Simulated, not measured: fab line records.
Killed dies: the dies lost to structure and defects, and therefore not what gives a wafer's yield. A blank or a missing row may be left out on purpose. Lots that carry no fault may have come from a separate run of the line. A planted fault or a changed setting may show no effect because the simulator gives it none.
Which of the tools did it? / flow rit_cmos / 12 lots with 36 wafers sampled at 4 steps, on a route of 202 steps

## WHAT THE GAUGES SHOWED, per wafer
RIT_ACTIVE_BOW_MEAS_00.
lot=L864; measured=day 1 10:00; on=film_metro-04; INCOMING_BOW (um)=-7 4 1
lot=L865; measured=day 1 15:00; on=film_metro-02; INCOMING_BOW (um)=9 2 6
lot=L866; measured=day 1 20:00; on=film_metro-02; INCOMING_BOW (um)=5 -12 2
lot=L867; measured=day 2 01:01; on=film_metro-04; INCOMING_BOW (um)=-10 1 -1
lot=L868; measured=day 2 06:00; on=film_metro-03; INCOMING_BOW (um)=-3 1 4
lot=L869; measured=day 2 11:00; on=film_metro-02; INCOMING_BOW (um)=-7 3 0
lot=L875; measured=day 3 17:00; on=film_metro-04; INCOMING_BOW (um)=-11 10 3
lot=L876; measured=day 3 22:04; on=film_metro-03; INCOMING_BOW (um)=2 -5 -5
lot=L877; measured=day 4 03:00; on=film_metro-04; INCOMING_BOW (um)=3 -5 12
lot=L878; measured=day 4 08:00; on=film_metro-02; INCOMING_BOW (um)=-3 5 1
lot=L886; measured=day 6 00:01; on=film_metro-02; INCOMING_BOW (um)=3 -2 -1
lot=L887; measured=day 6 05:01; on=film_metro-04; INCOMING_BOW (um)=2 3 11

RIT_NRETRO_OVL_MEAS_06.
lot=L864; measured=day 2 07:37; on=overlay-02; NRETRO_OVL (nm)=1.7 0.5 1.9
lot=L865; measured=day 2 12:43; on=overlay-02; NRETRO_OVL (nm)=-0.1 0.6 0.3
lot=L866; measured=day 2 19:48; on=overlay-02; NRETRO_OVL (nm)=0.9 1.3 2.2
lot=L867; measured=day 3 00:08; on=overlay-02; NRETRO_OVL (nm)=2.5 0.3 0.7
lot=L868; measured=day 3 03:25; on=overlay-01; NRETRO_OVL (nm)=-0.4 0.0 -0.2
lot=L869; measured=day 3 10:43; on=overlay-01; NRETRO_OVL (nm)=0.9 1.4 0.0
lot=L875; measured=day 4 13:17; on=overlay-01; NRETRO_OVL (nm)=0.6 -2.0 -0.1
lot=L876; measured=day 4 19:10; on=overlay-01; NRETRO_OVL (nm)=10.3 8.0 6.1
lot=L877; measured=day 4 23:43; on=overlay-01; NRETRO_OVL (nm)=5.1 5.8 6.0
lot=L878; measured=day 5 03:01; on=overlay-01; NRETRO_OVL (nm)=8.4 8.0 6.2
lot=L886; measured=day 6 20:52; on=overlay-01; NRETRO_OVL (nm)=0.5 0.6 1.7
lot=L887; measured=day 7 01:32; on=overlay-01; NRETRO_OVL (nm)=-0.6 2.5 2.4

RIT_GATE_OVL_MEAS_17.
lot=L864; measured=day 2 14:32; on=overlay-01; GATE_OVL (nm)=1.3 0.8 -0.8
lot=L865; measured=day 2 23:55; on=overlay-01; GATE_OVL (nm)=-2.4 -2.0 -2.5
lot=L866; measured=day 3 03:46; on=overlay-02; GATE_OVL (nm)=-2.9 -2.7 -2.1
lot=L867; measured=day 3 07:24; on=overlay-02; GATE_OVL (nm)=1.5 -0.9 0.8
lot=L868; measured=day 3 12:11; on=overlay-01; GATE_OVL (nm)=-1.3 0.8 0.2
lot=L869; measured=day 3 19:10; on=overlay-01; GATE_OVL (nm)=1.1 -1.1 -1.1
lot=L875; measured=day 4 20:47; on=overlay-01; GATE_OVL (nm)=-1.4 -1.6 -0.5
lot=L876; measured=day 5 06:20; on=overlay-02; GATE_OVL (nm)=-1.6 -1.1 0.7
lot=L877; measured=day 5 06:31; on=overlay-02; GATE_OVL (nm)=-0.3 -0.2 -0.7
lot=L878; measured=day 5 10:20; on=overlay-02; GATE_OVL (nm)=-0.8 0.0 0.6
lot=L886; measured=day 7 03:49; on=overlay-01; GATE_OVL (nm)=-1.1 -0.2 -1.9
lot=L887; measured=day 7 09:59; on=overlay-01; GATE_OVL (nm)=-1.1 -1.9 -0.6

## EACH LOT AND THE TOOL THAT RAN IT (in order: tool; ch and the chambers of the sampled wafers; start)
lot=L864; RIT_NRETRO_EXPOSE_03=iline_stepper-01 ch 0, day 2 07:11
lot=L865; RIT_NRETRO_EXPOSE_03=iline_stepper-01 ch 0, day 2 12:17
lot=L866; RIT_NRETRO_EXPOSE_03=iline_stepper-02 ch 0, day 2 19:22
lot=L867; RIT_NRETRO_EXPOSE_03=iline_stepper-01 ch 0, day 2 23:44
lot=L868; RIT_NRETRO_EXPOSE_03=iline_stepper-01 ch 0, day 3 02:59
lot=L869; RIT_NRETRO_EXPOSE_03=iline_stepper-01 ch 0, day 3 10:17
lot=L875; RIT_NRETRO_EXPOSE_03=iline_stepper-01 ch 0, day 4 12:47
lot=L876; RIT_NRETRO_EXPOSE_03=iline_stepper-02 ch 0, day 4 18:47
lot=L877; RIT_NRETRO_EXPOSE_03=iline_stepper-02 ch 0, day 4 23:17
lot=L878; RIT_NRETRO_EXPOSE_03=iline_stepper-02 ch 0, day 5 02:35
lot=L886; RIT_NRETRO_EXPOSE_03=iline_stepper-01 ch 0, day 6 20:26
lot=L887; RIT_NRETRO_EXPOSE_03=iline_stepper-01 ch 0, day 7 01:02
- RIT_NRETRO_EXPOSE_03: exposes mask M4, target cd 43900 nm.

## WHAT THE TOOLS THEMSELVES READ (means of the sampled wafers that have a number; where no wafer has one, the mark that the record gives instead)
RIT_NRETRO_EXPOSE_03.
lot=L864; tool=iline_stepper-01; focus_offset_nm (nm)=0.0; stage_vel_mm_s (mm/s)=499.93
lot=L865; tool=iline_stepper-01; focus_offset_nm (nm)=0.0; stage_vel_mm_s (mm/s)=500.07
lot=L866; tool=iline_stepper-02; focus_offset_nm (nm)=-0.1; stage_vel_mm_s (mm/s)=499.63
lot=L867; tool=iline_stepper-01; focus_offset_nm (nm)=0.4; stage_vel_mm_s (mm/s)=500.11
lot=L868; tool=iline_stepper-01; focus_offset_nm (nm)=0.4; stage_vel_mm_s (mm/s)=499.81
lot=L869; tool=iline_stepper-01; focus_offset_nm (nm)=-0.3; stage_vel_mm_s (mm/s)=500.25
lot=L875; tool=iline_stepper-01; focus_offset_nm (nm)=-0.5; stage_vel_mm_s (mm/s)=500.16
lot=L876; tool=iline_stepper-02; focus_offset_nm (nm)=-0.2; stage_vel_mm_s (mm/s)=500.14
lot=L877; tool=iline_stepper-02; focus_offset_nm (nm)=0.2; stage_vel_mm_s (mm/s)=499.99
lot=L878; tool=iline_stepper-02; focus_offset_nm (nm)=0.3; stage_vel_mm_s (mm/s)=500.01
lot=L886; tool=iline_stepper-01; focus_offset_nm (nm)=-0.7; stage_vel_mm_s (mm/s)=500.03
lot=L887; tool=iline_stepper-01; focus_offset_nm (nm)=-0.5; stage_vel_mm_s (mm/s)=499.88

## THE ANSWER, worked out from the rows above alone
Rule: what is usual is taken from the lots themselves. Put in order of their means at a reading, lots are off if they are a third of the lots or fewer, leave a main group of 4 or more, and stand apart from it by a gap of 3 or more times the standard deviation of the main group's means; of several such gaps the widest counts. If all means in a main group match to the digits the tables above print for the reading, that group is not used. A lot without any number at a reading at which 4 lots or more have one is off too. The other lots that the step has rows for count as sound. After the gauges, taken in route order, come the tools' own readings; for these a lot's mean is taken, as printed above. At the first step where some lot is off, the reading lying furthest off is the one used; lots without a number count as furthest.
Off: at RIT_NRETRO_OVL_MEAS_06 (NRETRO_OVL), L876, L877, L878. The main group: mean 0.7 nm, standard deviation 0.69.
A tool fits if, at a process step before that reading, it ran every lot that is off, and no sound lot after the first of them. The gauges at RIT_NRETRO_OVL_MEAS_06 are tried like those tools. One fits: RIT_NRETRO_EXPOSE_03 on iline_stepper-02. Its last sound lot is L866 (day 2 19:22), its first lot that is off L876 (day 4 18:47): a fault that began between those two fits.

## WHAT THE SIMULATOR PUT IN
Scanner matching overlay: iline_stepper-02, from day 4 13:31 on, at RIT_NRETRO_EXPOSE_03. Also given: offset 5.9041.
Lots struck among those shown: L876, L877, L878. The same result came from the rule above.
